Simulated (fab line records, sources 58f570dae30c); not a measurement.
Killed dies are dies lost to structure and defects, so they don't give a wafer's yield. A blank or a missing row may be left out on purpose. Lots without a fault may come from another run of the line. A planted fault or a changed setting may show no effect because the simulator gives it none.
Which tool did it? | flow berkeley_cmos170 | 14 lots, 42 wafers sampled, at 4 steps of a route of 331

WHAT THE GAUGES READ, wafer by wafer
UCB170_FIELD_THK_MEAS_91.
lot  | measured    | on            | FIELD_OXIDE_LEFT_2_THK (nm)
L561 | day 5 15:59 | film_metro-02 | 362 364 358
L562 | day 5 15:32 | film_metro-02 | 349 350 349
L563 | day 6 01:04 | film_metro-02 | 336 337 337
L564 | day 6 15:02 | film_metro-02 | 355 347 357
L568 | day 7 07:56 | film_metro-03 | 347 341 352
L571 | day 7 20:35 | film_metro-04 | 365 370 360
L572 | day 7 20:24 | film_metro-02 | 358 361 364
L574 | day 8 22:37 | film_metro-03 | 341 343 347
L577 | day 8 22:52 | film_metro-04 | 367 354 365
L578 | day 9 05:40 | film_metro-04 | 347 344 343
L579 | day 9 05:58 | film_metro-03 | 341 337 342
L580 | day 9 18:03 | film_metro-03 | 349 356 349
L582 | day 9 23:11 | film_metro-04 | 328 338 335
L583 | day 9 22:52 | film_metro-03 | 356 350 357

WHICH TOOL RAN EACH LOT (tool, then ch and the chambers of the sampled wafers, then the start)
lot  | UCB170_ZERO_ETCH_06               | UCB170_NWELL_IMPLANT_14        | UCB170_NWELL_STRIP_15
L561 | rie_diel-02 ch 0,2, day 1 22:02   | implanter-02 ch 0, day 2 10:26 | plasma_asher-01 ch 0,1, day 2 10:35
L562 | rie_diel-01 ch 1,2,3, day 1 22:18 | implanter-02 ch 0, day 2 10:39 | plasma_asher-01 ch 0,1, day 2 10:48
L563 | rie_diel-04 ch 2,3, day 2 02:50   | implanter-04 ch 0, day 2 14:27 | plasma_asher-01 ch 0,1, day 2 14:36
L564 | rie_diel-01 ch 0,1,2, day 2 09:58 | implanter-02 ch 0, day 2 21:01 | plasma_asher-02 ch 0,1, day 2 21:10
L568 | rie_diel-02 ch 0,1, day 3 06:22   | implanter-04 ch 0, day 3 20:37 | plasma_asher-01 ch 0,1, day 3 20:44
L571 | rie_diel-04 ch 0,2,3, day 3 20:28 | implanter-04 ch 0, day 4 10:03 | plasma_asher-02 ch 0,1, day 4 10:12
L572 | rie_diel-02 ch 0,2,3, day 4 02:54 | implanter-02 ch 0, day 4 15:43 | plasma_asher-01 ch 0,1, day 4 15:52
L574 | rie_diel-01 ch 0,1,2, day 4 14:50 | implanter-01 ch 0, day 5 06:25 | plasma_asher-03 ch 0,1, day 5 06:32
L577 | rie_diel-04 ch 0,2, day 5 05:05   | implanter-01 ch 0, day 5 18:28 | plasma_asher-02 ch 1, day 5 18:36
L578 | rie_diel-02 ch 0,2,3, day 5 11:33 | implanter-02 ch 0, day 6 01:25 | plasma_asher-03 ch 0,1, day 6 01:34
L579 | rie_diel-04 ch 0,2, day 5 11:47   | implanter-01 ch 0, day 6 01:12 | plasma_asher-02 ch 0,1, day 6 01:20
L580 | rie_diel-01 ch 0,1,2, day 5 20:13 | implanter-01 ch 0, day 6 13:12 | plasma_asher-03 ch 0,1, day 6 13:21
L582 | rie_diel-01 ch 1,2,3, day 6 02:17 | implanter-02 ch 0, day 6 18:28 | plasma_asher-03 ch 0,1, day 6 18:35
L583 | rie_diel-04 ch 1,2, day 6 09:30   | implanter-04 ch 0, day 6 21:10 | plasma_asher-03 ch 0,1, day 6 21:17
- UCB170_ZERO_ETCH_06: etches SiO2 in CHF3/CF4/Ar, time 12 s.
- UCB170_NWELL_IMPLANT_14
- UCB170_NWELL_STRIP_15: strips in O2.

WHAT THE TOOLS THEMSELVES READ (means of the sampled wafers that have a number; where no wafer has one, the mark that the record gives instead)
UCB170_ZERO_ETCH_06.
lot  | tool        | drypump_motor_current_A (A) | oes_product_au (a.u.) | throttle_valve_pct (%)
L561 | rie_diel-02 | 6.3                         | 0.602                 | 9.36
L562 | rie_diel-01 | 5.4                         | 0.612                 | 9.28
L563 | rie_diel-04 | 5.6                         | 0.622                 | 9.12
L564 | rie_diel-01 | 5.7                         | 0.617                 | 9.31
L568 | rie_diel-02 | 5.9                         | 0.607                 | 9.27
L571 | rie_diel-04 | 5.8                         | 0.619                 | 9.21
L572 | rie_diel-02 | 6.0                         | 0.609                 | 9.37
L574 | rie_diel-01 | 5.7                         | 0.618                 | 9.31
L577 | rie_diel-04 | 6.1                         | 0.611                 | 9.31
L578 | rie_diel-02 | 6.0                         | 0.605                 | 9.39
L579 | rie_diel-04 | 6.2                         | 0.615                 | 9.29
L580 | rie_diel-01 | 5.7                         | 0.614                 | 9.31
L582 | rie_diel-01 | 5.5                         | 0.615                 | 9.28
L583 | rie_diel-04 | 6.3                         | 0.617                 | 9.28

UCB170_NWELL_IMPLANT_14.
lot  | tool         | tilt_deg (degrees)
L561 | implanter-02 | 7.006
L562 | implanter-02 | 6.975
L563 | implanter-04 | 6.983
L564 | implanter-02 | 7.015
L568 | implanter-04 | 10.395
L571 | implanter-04 | 10.379
L572 | implanter-02 | 6.973
L574 | implanter-01 | 7.003
L577 | implanter-01 | 6.991
L578 | implanter-02 | 7.006
L579 | implanter-01 | 7.014
L580 | implanter-01 | 6.978
L582 | implanter-02 | 7.018
L583 | implanter-04 | 6.978

UCB170_NWELL_STRIP_15.
lot  | tool            | drypump_motor_current_A (A) | oes_product_au (a.u.) | strip_time_to_endpoint_s (s)
L561 | plasma_asher-01 | 5.43                        | 0.719                 | 18.13
L562 | plasma_asher-01 | 5.45                        | 0.722                 | 17.98
L563 | plasma_asher-01 | 5.47                        | 0.725                 | 17.85
L564 | plasma_asher-02 | 5.77                        | 0.721                 | 18.14
L568 | plasma_asher-01 | 5.43                        | 0.723                 | 17.94
L571 | plasma_asher-02 | 5.76                        | 0.721                 | 17.90
L572 | plasma_asher-01 | 5.46                        | 0.722                 | 18.02
L574 | plasma_asher-03 | 5.65                        | 0.722                 | 18.07
L577 | plasma_asher-02 | 5.54                        | 0.721                 | 18.08
L578 | plasma_asher-03 | 5.55                        | 0.717                 | 18.06
L579 | plasma_asher-02 | 5.65                        | 0.724                 | 17.99
L580 | plasma_asher-03 | 5.56                        | 0.724                 | 18.11
L582 | plasma_asher-03 | 5.61                        | 0.720                 | 17.99
L583 | plasma_asher-03 | 5.61                        | 0.720                 | 18.08

THE ANSWER, worked out from the rows above alone
Rule: what is usual is taken from the lots themselves. Put in order of their means at a reading, lots are off if they are a third of the lots or fewer, leave a main group of 4 or more, and stand apart from it by a gap of 3 or more times the standard deviation of the main group's means; of several such gaps the widest counts. A main group whose means are all the same, to the digits that the tables above print for the reading, isn't used. A lot without any number at a reading at which 4 lots or more have one is off too. The other lots that the step has rows for count as sound. The gauges are gone through in route order, then the tools' own readings, and for those a lot's mean is taken as printed above. The first step at which some lot is off is used, and at that step the reading that is off furthest; a lot without a number counts as furthest.
Off: L568, L571, at UCB170_NWELL_IMPLANT_14 (tilt_deg). The main group: mean 6.995 degrees, standard deviation 0.016.
A tool fits if, at that step or a process step before it, it ran every lot that is off, and no sound lot after the first of them. None of those tried fits.

WHAT THE SIMULATOR HAD PUT IN
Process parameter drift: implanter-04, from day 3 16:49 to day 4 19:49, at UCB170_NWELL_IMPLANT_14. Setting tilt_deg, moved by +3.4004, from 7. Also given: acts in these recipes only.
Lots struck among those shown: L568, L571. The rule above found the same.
